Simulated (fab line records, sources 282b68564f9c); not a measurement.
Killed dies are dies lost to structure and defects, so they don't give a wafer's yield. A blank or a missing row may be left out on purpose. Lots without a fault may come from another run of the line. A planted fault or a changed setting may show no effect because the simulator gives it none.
A struck lot beside a sound one | flow rit_cmos | 15 steps out of a route of 202
Sound: wafers L625.2, L625.3, L625.6. Struck: wafers L633.1, L633.3, L633.4. The cause comes at the end.
At each step with rows: each side's tool, then ch and its chambers, then its first start. Under that, the readings that differ: sound wafers | struck wafers | difference of the means | sigmas: that difference in standard deviations of wafers without a fault.
alike: readings whose means differ by less than 2 such deviations, and words and numbers that are the same on both sides. not compared: withheld readings, readings that some wafer has no value for, bounds like >300 that may hide the same value, and numbers for which the record gives no deviation and whose values overlap.
The two part at a step that has a row with sigmas, a row that says differs or no value, or rows on one side only. Numbers that don't overlap but have no deviation are shown without sigmas and don't part them. A reading that every wafer of one side lacks parts them only if that side has two wafers or more.

first, 4 steps without rows for these wafers: RIT_NRETRO_SOFTBAKE_02 (time 60 s); RIT_NRETRO_EXPOSE_03 (exposes mask M4, target cd 43900 nm); RIT_NRETRO_PEB_04; RIT_NRETRO_DEVELOP_05 (develop time 68 s).
RIT_NRETRO_OVL_MEAS_06:
  sound on overlay-02, day 2 10:49; struck on overlay-01, day 4 03:35
  alike: NRETRO_OVL
then, 2 steps without rows for these wafers: RIT_NRETRO_HARDBAKE_07 (time 120 s); RIT_NRETRO_IMPLANT_08.
RIT_NRETRO_STRIP_09: strips in O2, time 180 s.
  sound on plasma_asher-04 ch 0,1, day 2 11:14; struck on plasma_asher-03 ch 0,1, day 4 04:02
  alike: drypump_motor_current_A
  not compared: rf_hours_counter_h
RIT_NRETRO_TW_MEAS_10:
  sound on film_metro-01, day 2 11:25; struck on film_metro-02, day 4 04:13
  alike: NRETRO_TW
then, 3 steps without rows for these wafers: RIT_PRETRO_HMDS_00 (prime time 60 s); RIT_PRETRO_COAT_01 (resist thk 1300 nm); RIT_PRETRO_SOFTBAKE_02 (time 60 s).
RIT_PRETRO_EXPOSE_03: exposes mask M5, target cd 43700 nm.
  sound on iline_stepper-02 ch 0, day 2 12:04; struck on iline_stepper-01 ch 0, day 4 04:50
  reading | sound          | struck                  | difference | sigmas
  mask    | M5#0 M5#0 M5#0 | M5_R1#0 M5_R1#0 M5_R1#0 | differs    |
  alike: focus_offset_nm
then, 1 step without rows for these wafers: RIT_PRETRO_PEB_04.
RIT_M1_PROBE_99:
  sound on prober-01, day 3 16:07; struck on prober-02, day 5 06:46
  reading                                    | sound               | struck               | difference | sigmas
  killed_at_contacts                         | 1 0 1               | 0 0 0                | -1         | -2
  model.etest.retro_edge_nmos.off_log10_a_um | -9.424 -9.75 -9.486 | -8.214 -8.671 -8.239 | +1.179     |
  alike: killed_at_front_end, killed_dies, killed_open, killed_short

WHERE THEY PART
First at RIT_PRETRO_EXPOSE_03; last, within this record, at RIT_M1_PROBE_99.

WHY: what the simulator had put in
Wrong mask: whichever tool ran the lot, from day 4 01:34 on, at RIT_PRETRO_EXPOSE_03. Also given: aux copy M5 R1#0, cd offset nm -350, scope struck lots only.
